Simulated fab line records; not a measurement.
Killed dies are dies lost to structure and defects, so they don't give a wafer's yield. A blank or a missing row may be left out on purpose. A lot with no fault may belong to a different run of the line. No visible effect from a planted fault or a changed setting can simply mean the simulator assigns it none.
fab line records ; flow rit-cmos
record: lots: 7; wafers: 21; last-day: 7
route steps=202 shown PLDD@116 SPACER@125 M1@202
lots that met no fault: from a run of the same line without faults
start-h: hours from the record's opening day to when the first of the lot's shown wafers began ; wait-h: hours from the lot's prior step to this one ; " repeats the value in the row above ; L1.1+2: one row covering several wafers at once ; - value missing, or start not given ; * or withheld: withheld ; < > ~ a bound
route shown NAME@n: NAME is a module with steps in the file, n the number in the route of the first one ; usual: mean and standard deviation over wafers with no fault ; same: alike in all rows ; chamber/n: place in a boat ; sites: the reading at each site ; _std_site: how widely they spread, as a standard deviation ; _edge_site: outer sites' mean less inner sites' ; radius-mm: how far each site lies from the wafer's centre ; mask NAME#n: copy n ; behind: the most recent tool/chamber to have shaped the wafer ; hold: what put the lot on hold/how long, in hours/how the hold closed ; device: names the non-switching transistor (n, p or np) ; end of line: the same wafers' tests at the end of the route ; a step with no rows: only its recipe ; killed: the dies lost at the first sort to structure and to defects; this is not the yield of the wafer ; map: the dies of a wafer, with x for killed, . for not killed, _ for no die there
set.NAME: the setting the step ran with; set.NAME@STEP: the setting that earlier step ran with ; model.NAME: the simulator's own value behind a step, which no gauge read
lots at some steps of the route; a table a step, a row a wafer
services: from which hour (start-h, from the record's first day; less than 0 if before it) a tool's chamber was out of use, for how many hours, and why
== steps ==
step: RIT_PLDD_SOFTBAKE_02
recipe: resist: NOVOLAK; temp-c: 90; time-s: 60
step: RIT_PLDD_EXPOSE_03
recipe: mask-id: M8; na: 0.57; target-cd-nm: 40900; dose-mj: 250
step: RIT_PLDD_PEB_04
recipe: resist: NOVOLAK; temp-c: withheld; time-s: withheld
step: RIT_PLDD_DEVELOP_05
recipe: resist: NOVOLAK; develop-time-s: 50; dev-temp-c: 23
step: RIT_PLDD_OVL_MEAS_06
usual: PLDD_OVL: 0.1/1.4
lot.wafer;tool;chamber;start-h;wait-h;PLDD_OVL[nm]
L120.1;overlay-02;-;48.55;-;0.8
L120.2;overlay-02;-;48.55;-;0.1
L120.4;overlay-02;-;48.55;-;-0.9
L121.1;overlay-01;-;53.52;-;-0.9
L121.3;overlay-01;-;53.52;-;-2.0
L121.4;overlay-01;-;53.52;-;0.9
L125.1;overlay-02;-;73.07;-;-1.6
L125.2;overlay-02;-;73.07;-;0.4
L125.5;overlay-02;-;73.07;-;-0.8
L126.1;overlay-01;-;77.38;-;-3.2
L126.3;overlay-01;-;77.38;-;-0.5
L126.4;overlay-01;-;77.38;-;0.5
L130.1;overlay-02;-;97.52;-;0.1
L130.4;overlay-02;-;97.52;-;1.2
L130.6;overlay-02;-;97.52;-;-1.3
L139.1;overlay-01;-;143.39;-;-1.0
L139.4;overlay-01;-;143.39;-;-0.6
L139.5;overlay-01;-;143.39;-;-2.5
L141.3;overlay-01;-;153.20;-;0.6
L141.5;overlay-01;-;153.20;-;-0.4
L141.6;overlay-01;-;153.20;-;-0.7
step: RIT_PLDD_HARDBAKE_07
recipe: resist: NOVOLAK; temp-c: 140; time-s: 60
step: RIT_PLDD_IMPLANT_08
recipe: species: BF2; energy-kev: 19.68; dose-cm2: 9e+14; tilt-deg: 7
step: RIT_PLDD_STRIP_09
recipe: chemistry: O2; time-s: 180; resist: NOVOLAK; platen-temp-c: withheld; power-w: 500; pressure-mtorr: 4000; o2-flow-sccm: 4000
usual: drypump-motor-current-A: 5.8/0.44
lot.wafer;tool;chamber;start-h;wait-h;drypump-motor-current-A;rf-hours-counter-h
L120.1;plasma-asher-02;1;48.89;0.1;6.0;42
L120.2;plasma-asher-02;0;48.89;0.1;6.0;42
L120.4;plasma-asher-02;0;48.89;0.1;6.0;-
L121.1;plasma-asher-04;0;53.85;0.1;6.3;41
L121.3;plasma-asher-04;0;53.85;0.1;6.3;-
L121.4;plasma-asher-04;1;53.85;0.1;5.3;-
L125.1;plasma-asher-02;0;73.41;0.1;6.0;45
L125.2;plasma-asher-02;1;73.41;0.1;6.0;45
L125.5;plasma-asher-02;1;73.41;0.1;6.1;-
L126.1;plasma-asher-01;1;77.72;0.1;5.2;40
L126.3;plasma-asher-01;1;77.72;0.1;5.2;-
L126.4;plasma-asher-01;0;77.72;0.1;6.2;-
L130.1;plasma-asher-04;0;97.85;0.1;6.3;45
L130.4;plasma-asher-04;1;97.85;0.1;5.3;-
L130.6;plasma-asher-04;0;97.85;0.1;6.3;-
L139.1;plasma-asher-04;1;143.73;0.1;5.3;50
L139.4;plasma-asher-04;0;143.73;0.1;6.3;-
L139.5;plasma-asher-04;1;143.73;0.1;5.3;-
L141.3;plasma-asher-04;1;153.58;0.1;5.3;-
L141.5;plasma-asher-04;1;153.58;0.1;5.3;-
L141.6;plasma-asher-04;0;153.58;0.1;6.2;-
step: RIT_PLDD_TW_MEAS_10
usual: PLDD_TW: 2344/13
lot.wafer;tool;chamber;start-h;wait-h;PLDD_TW
L120.1;film-metro-03;-;49.06;0.1;2352
L120.2;film-metro-03;-;49.06;0.1;2354
L120.4;film-metro-03;-;49.06;0.1;2355
L121.1;film-metro-01;-;54.03;0.1;2343
L121.3;film-metro-01;-;54.03;0.1;2344
L121.4;film-metro-01;-;54.03;0.1;2345
L125.1;film-metro-03;-;73.59;0.1;2341
L125.2;film-metro-03;-;73.59;0.1;2350
L125.5;film-metro-03;-;73.59;0.1;2340
L126.1;film-metro-01;-;77.90;0.1;2358
L126.3;film-metro-01;-;77.90;0.1;2369
L126.4;film-metro-01;-;77.90;0.1;2366
L130.1;film-metro-01;-;98.03;0.1;2345
L130.4;film-metro-01;-;98.03;0.1;2345
L130.6;film-metro-01;-;98.03;0.1;2335
L139.1;film-metro-02;-;143.90;0.1;2316
L139.4;film-metro-02;-;143.90;0.1;2338
L139.5;film-metro-02;-;143.90;0.1;2319
L141.3;film-metro-03;-;153.72;0.1;2343
L141.5;film-metro-03;-;153.72;0.1;2351
L141.6;film-metro-03;-;153.72;0.1;2353
step: RIT_SPACER_CLEAN_00
recipe: chemistry: SC1; mix: 3:3:50; time-s: 600; temp-c: 75
step: RIT_SPACER_CLEAN_01
recipe: chemistry: dHF; dilution: 50:1; time-s: 30
step: RIT_SPACER_CLEAN_02
recipe: chemistry: SC2; mix: 3:3:50; time-s: 600; temp-c: 75; dry: n2-spin
step: RIT_SPACER_CVD_03
recipe: material: Si3N4; target-thk-nm: 250; temp-c: 810; precursor: SiH2Cl2/NH3; time-s: 3300; pressure-mtorr: 300; sih2cl2-flow-sccm: 60; nh3-flow-sccm: 150
usual: pressure-mtorr: 300.0/0.61; zone-power-source-pct: 23/3
lot.wafer;tool;chamber;start-h;wait-h;pressure-mtorr;zone-power-source-pct
L120.1;lpcvd-01;1;49.49;0.0;298.3;28
L120.2;lpcvd-01;1;49.49;0.0;298.8;27
L120.4;lpcvd-01;1;49.49;0.0;299.4;28
L121.1;lpcvd-02;0;54.47;0.0;299.7;22
L121.3;lpcvd-02;0;54.47;0.0;299.5;22
L121.4;lpcvd-02;0;54.47;0.0;299.6;22
L125.1;lpcvd-02;0;74.04;0.0;300.5;22
L125.2;lpcvd-02;0;74.04;0.0;300.1;23
L125.5;lpcvd-02;0;74.04;0.0;299.0;22
L125.1;lpcvd-02;0;76.13;0.2;300.5;23
L125.2;lpcvd-02;0;76.13;0.2;300.6;22
L125.5;lpcvd-02;0;76.13;0.2;298.6;23
L126.1;lpcvd-02;1;78.32;0.0;300.6;20
L126.3;lpcvd-02;1;78.32;0.0;300.0;19
L126.4;lpcvd-02;1;78.32;0.0;300.2;20
L126.1;lpcvd-02;1;80.41;0.2;299.4;19
L126.3;lpcvd-02;1;80.41;0.2;300.8;19
L126.4;lpcvd-02;1;80.41;0.2;301.1;19
L130.1;lpcvd-02;1;98.46;0.0;298.9;20
L130.4;lpcvd-02;1;98.46;0.0;299.8;20
L130.6;lpcvd-02;1;98.46;0.0;299.6;19
L130.1;lpcvd-02;1;101.50;0.2;299.9;19
L130.4;lpcvd-02;1;101.50;0.2;300.3;19
L130.6;lpcvd-02;1;101.50;0.2;300.5;19
L139.1;lpcvd-02;1;144.33;0.0;300.9;20
L139.4;lpcvd-02;1;144.33;0.0;300.0;19
L139.5;lpcvd-02;1;144.33;0.0;300.5;20
L141.3;lpcvd-01;1;154.16;0.0;300.1;28
L141.5;lpcvd-01;1;154.16;0.0;299.7;27
L141.6;lpcvd-01;1;154.16;0.0;300.2;28
step: RIT_SPACER_THK_MEAS_04
recipe: reads: Si3N4_of_SPACER_CVD_03
usual: SPACER_NITRIDE_THK: 249.5/2.4
lot.wafer;tool;chamber;start-h;wait-h;SPACER_NITRIDE_THK[nm]
L120.1;film-metro-04;-;51.41;0.0;250.4
L120.2;film-metro-04;-;51.41;0.0;250.6
L120.4;film-metro-04;-;51.41;0.0;249.8
L121.1;film-metro-03;-;56.39;0.0;247.1
L121.3;film-metro-03;-;56.39;0.0;248.1
L121.4;film-metro-03;-;56.39;0.0;247.5
L125.1;film-metro-02;-;78.04;0.0;502.3
L125.2;film-metro-02;-;78.04;0.0;506.4
L125.5;film-metro-02;-;78.04;0.0;506.6
L125.1;film-metro-02;-;78.27;0.2;502.7
L125.2;film-metro-02;-;78.27;0.2;506.3
L125.5;film-metro-02;-;78.27;0.2;506.8
L126.1;film-metro-04;-;82.32;0.0;497.1
L126.3;film-metro-04;-;82.32;0.0;497.9
L126.4;film-metro-04;-;82.32;0.0;497.2
L126.1;film-metro-04;-;82.55;0.2;496.9
L126.3;film-metro-04;-;82.55;0.2;498.2
L126.4;film-metro-04;-;82.55;0.2;497.3
L130.1;film-metro-02;-;104.49;0.1;496.8
L130.4;film-metro-02;-;104.49;0.1;493.0
L130.6;film-metro-02;-;104.49;0.1;494.5
L130.1;film-metro-02;-;104.71;0.2;497.0
L130.4;film-metro-02;-;104.71;0.2;493.0
L130.6;film-metro-02;-;104.71;0.2;494.8
L139.1;film-metro-03;-;146.24;0.0;247.6
L139.4;film-metro-03;-;146.24;0.0;248.8
L139.5;film-metro-03;-;146.24;0.0;249.1
L141.3;film-metro-02;-;156.09;0.0;251.3
L141.5;film-metro-02;-;156.09;0.0;250.9
L141.6;film-metro-02;-;156.09;0.0;250.1
step: RIT_M1_PROBE_99
usual: defect-limited-yield: 97.6/1.1; killed-at-front-end: 6.3/2.8; killed-dies: 6.4/2.8; killed-open: 3.3/1.7; killed-short: 3.1/1.9; sort_bin_3_pad_short: 0.1/0.23; sort_bin_5_function: 1.4/0.78; sort_bin_6_memory: 0.9/0.63; sort-n-pass: 257.6/2.8; sort-yield-pct: 97.6/1.1
same: gross-dies: 264; killed_at_M0_to_M3: 0; killed_at_M4_up: 0; killed-at-back-side: 0; killed-at-contacts: 0; killed-at-other: 0
lot.wafer;tool;chamber;start-h;wait-h;defect-limited-yield[%];killed-at-front-end;killed-dies;killed-open;killed-short;sort_bin_3_pad_short[%];sort_bin_5_function[%];sort_bin_6_memory[%];sort-n-pass;sort-yield-pct[%]
L120.1;prober-02;-;63.44;0.1;97.0;8;8;4;4;1.1;1.5;0.4;256.0;97.0
L120.2;prober-02;-;63.49;0.1;97.7;6;6;4;2;0.4;1.1;0.8;258.0;97.7
L120.4;prober-02;-;63.59;0.2;97.3;7;7;4;3;0.8;1.5;0.4;257.0;97.3
L121.1;prober-01;-;68.46;0.1;97.7;6;6;3;3;0;1.9;0.4;258.0;97.7
L121.3;prober-01;-;68.56;0.2;95.8;11;11;7;4;0.4;2.3;1.5;253.0;95.8
L121.4;prober-01;-;68.61;0.2;98.5;4;4;3;1;0;0.8;0.8;260.0;98.5
L139.1;prober-01;-;157.47;0.1;98.1;5;5;3;2;0;1.1;0.8;259.0;98.1
L139.4;prober-01;-;157.62;0.2;94.3;15;15;9;5;0;3.8;1.9;249.0;94.3
L139.5;prober-01;-;157.67;0.2;96.2;10;10;1;9;0;1.1;2.7;254.0;96.2
L141.3;prober-01;-;167.22;0.2;97.3;7;7;4;3;0;1.9;0.8;257.0;97.3
L141.5;prober-01;-;167.32;0.2;96.2;10;10;4;6;0.4;0.8;2.7;254.0;96.2
L141.6;prober-01;-;167.37;0.2;97.7;6;6;3;3;0;0.4;1.9;258.0;97.7
killed by level:class
L120.1 GATE:geometric-particle:open=2 GATE:geometric-particle:short=2 SPACER:geometric-particle:open=2 SPACER:geometric-particle:short=1 SILICIDE:geometric-particle:short=1
L120.2 GATE:geometric-particle:open=3 GATE:geometric-particle:short=1 SPACER:geometric-particle:open=1 SPACER:geometric-particle:short=1
L120.4 GATE:geometric-particle:open=2 FOX1:geometric-particle:open=1 GATE:geometric-particle:short=1 REOX:geometric-particle:short=1 SPACER:geometric-particle:open=1 SPACER:geometric-particle:short=1
L121.1 SILICIDE:geometric-particle:open=2 FOX1:geometric-particle:short=1 GATE:geometric-particle:open=1 SPACER:geometric-particle:short=1 SILICIDE:geometric-particle:short=1
L121.3 GATE:geometric-particle:open=5 GATE:geometric-particle:short=2 FOX2:geometric-particle:open=1 REOX:geometric-particle:short=1 SPACER:geometric-particle:open=1 SILICIDE:geometric-particle:short=1
L121.4 FOX1:geometric-particle:short=1 GATE:geometric-particle:open=1 REOX:geometric-particle:open=1 SILICIDE:geometric-particle:open=1
L139.1 REOX:geometric-particle:open=2 FOX1:geometric-particle:short=1 SILICIDE:geometric-particle:open=1 SILICIDE:geometric-particle:short=1
L139.4 SPACER:geometric-particle:open=4 REOX:geometric-particle:short=3 GATE:geometric-particle:open=2 FOX1:geometric-particle:open=1 FOX2:geometric-particle:short=1 REOX:geometric-particle:open=1 SILICIDE:geometric-particle:short=1 SILICIDE:geometric-particle:open=1
L139.5 REOX:geometric-particle:short=3 GATE:geometric-particle:short=2 FOX1:geometric-particle:short=1 FOX2:geometric-particle:short=1 REOX:geometric-particle:open=1 SPACER:geometric-particle:short=1 SILICIDE:geometric-particle:short=1
L141.3 FOX1:geometric-particle:open=1 FOX1:geometric-particle:short=1 FOX2:geometric-particle:open=1 FOX2:geometric-particle:short=1 GATE:geometric-particle:open=1 GATE:geometric-particle:short=1 REOX:geometric-particle:open=1
L141.5 FOX1:geometric-particle:open=2 REOX:geometric-particle:short=2 FOX1:geometric-particle:short=1 GATE:geometric-particle:open=1 GATE:geometric-particle:short=1 SPACER:geometric-particle:short=1 SPACER:geometric-particle:open=1 SILICIDE:geometric-particle:short=1
L141.6 FOX1:geometric-particle:short=1 FOX1:geometric-particle:open=1 GATE:geometric-particle:open=1 REOX:geometric-particle:open=1 SPACER:geometric-particle:short=1 SILICIDE:geometric-particle:short=1
== services ==
tool;chamber;start-h;hours;kind
plasma-asher-04;-;40.20;13.1;repair
plasma-asher-04;-;83.19;3.2;repair
plasma-asher-01;-;108.75;9.0;pm
plasma-asher-01;0;108.75;9.0;vent-cycle
plasma-asher-01;1;108.75;9.0;vent-cycle
plasma-asher-01;0;117.75;-;clean
plasma-asher-01;1;117.75;-;clean
plasma-asher-04;-;139.44;1.2;repair
plasma-asher-02;-;152.50;10.0;pm
== key ==
first-sign: step: RIT_SPACER_CVD_03; reading: visit; direction: added
effect: step: RIT_SPACER_THK_MEAS_04; reading: visit; direction: added
effect: step: RIT_SPACER_THK_MEAS_04; reading: SPACER_NITRIDE_THK; direction: up; sigmas: 99+; usual: 249.5; struck: 499.1
met-at RIT_SPACER_CVD_03
struck-wafers L125.1,L125.2,L125.5,L126.1,L126.3,L126.4,L130.1,L130.4,L130.6
scrapped-behind RIT_SPACER_THK_MEAS_04 L125.1,L125.2,L125.5,L126.1,L126.3,L126.4,L130.1,L130.4,L130.6
fault: kind: repeated-step-whole; tool: lpcvd-01,lpcvd-02; chamber: -; onset-h: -; steps: RIT_SPACER_CVD_03; times: 1; scope: struck-lots-only
